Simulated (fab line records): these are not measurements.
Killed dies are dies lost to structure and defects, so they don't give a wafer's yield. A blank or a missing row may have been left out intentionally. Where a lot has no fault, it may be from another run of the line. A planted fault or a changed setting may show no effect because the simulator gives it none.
Problem report in the 8D (eight disciplines) form, filled by code    flow berkeley_cmos170    the parts of the form that need people (team, actions taken, sign-off) are left out

1. THE PROBLEM
PWELL_TW at UCB170_PWELL_TW_MEAS_17 reads a mean of 360.3 on 6 wafers of 2 lots; wafers without a fault read 382.2 with a standard deviation of 2.9. Relative to the usual mean, that is a shift of -7.5 standard deviations.
First observed at day 5 13:20: wafer L574.2, on film_metro-01. The record has a number at this step for 42 wafers belonging to 14 lots. Rule for "out", or "out of limits": more than 4 standard deviations from the usual mean. Any other wafer with a number is counted as sound.

2. WHAT THIS IS AND IS NOT
question                     is                            is not
which readings at this step  PWELL_TW                      -
which lots                   L574, L576                    L561, L562, L563, L564, L565, L566, L569, L577, L578, L581, L583, L584
which wafers of those lots   all that have a number        -
read on which gauges         film_metro-01, film_metro-02  film_metro-03
when                         from day 5 13:20              up to then (21 sound wafers); but 15 sound wafers of L577, L578, L581, L583, L584 came after

3. THE SUSPECTS, EACH WITH WHAT RULES IT OUT
Counting: any tool at a process step up to the reading is kept as a suspect provided that every lot that is out went through it and no sound lot did after the first of them.
- the gauge at UCB170_PWELL_TW_MEAS_17 has been ruled out. Those wafers that are out were read across 2 gauges (film_metro-01, film_metro-02).
- implanter-04 at UCB170_PWELL_IMPLANT_15: kept. Every lot that is out went through it, starting with L574 (day 5 13:06), and after that it ran no sound lot; the last sound lot it ran before then is L569 (day 5 04:02). Out on those wafers are its own readings of beam_energy_keV.
Remaining after the count: implanter-04 at UCB170_PWELL_IMPLANT_15.

4. THE CAUSE (what the simulator had put in)
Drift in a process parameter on implanter-04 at UCB170_PWELL_IMPLANT_15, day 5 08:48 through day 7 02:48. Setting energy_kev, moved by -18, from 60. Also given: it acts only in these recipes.
After counting, this tool was the only one left.

5. SEQUENCE OF EFFECTS, ordered by route
Rows list readings where the struck wafers' mean (over those with a number) sits beyond 3 standard deviations from the usual. Only readings whose record carries a usual standard deviation are examined. hours: median over the lots of the time between each lot's start at the first step of this table that gives one and its start at this step. sigmas: the change, counted in usual standard deviations.
hours  step                     reading          usual   on struck wafers  change   sigmas
0      UCB170_PWELL_IMPLANT_15  beam_energy_keV  60.000  42.007            -17.993  -99 or more
0      UCB170_PWELL_TW_MEAS_17  PWELL_TW         382.2   360.3             -21.9    -7.5
The process steps in it:
- UCB170_PWELL_IMPLANT_15
At these later measuring or inspecting steps, every struck wafer for which the step has a row has a number for every such reading, and none has moved that far: UCB170_PLDD_CD_MEAS_06.

6. HOW IT WOULD HAVE BEEN CAUGHT EARLIER
The first out-of-limits reading at a measuring or inspecting step in this record came at day 5 13:20, 5 hours after the fault's start at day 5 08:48.
At UCB170_PWELL_IMPLANT_15, the tool's own readings (beam_energy_keV) were out on each struck wafer the step has a row for, so an alarm limit on them would have fired on the first such wafer.
Among the 2 lots that are out, L576 began UCB170_PWELL_IMPLANT_15 on implanter-04 after day 5 13:20. Had the tool been put on hold then, it would have been spared.
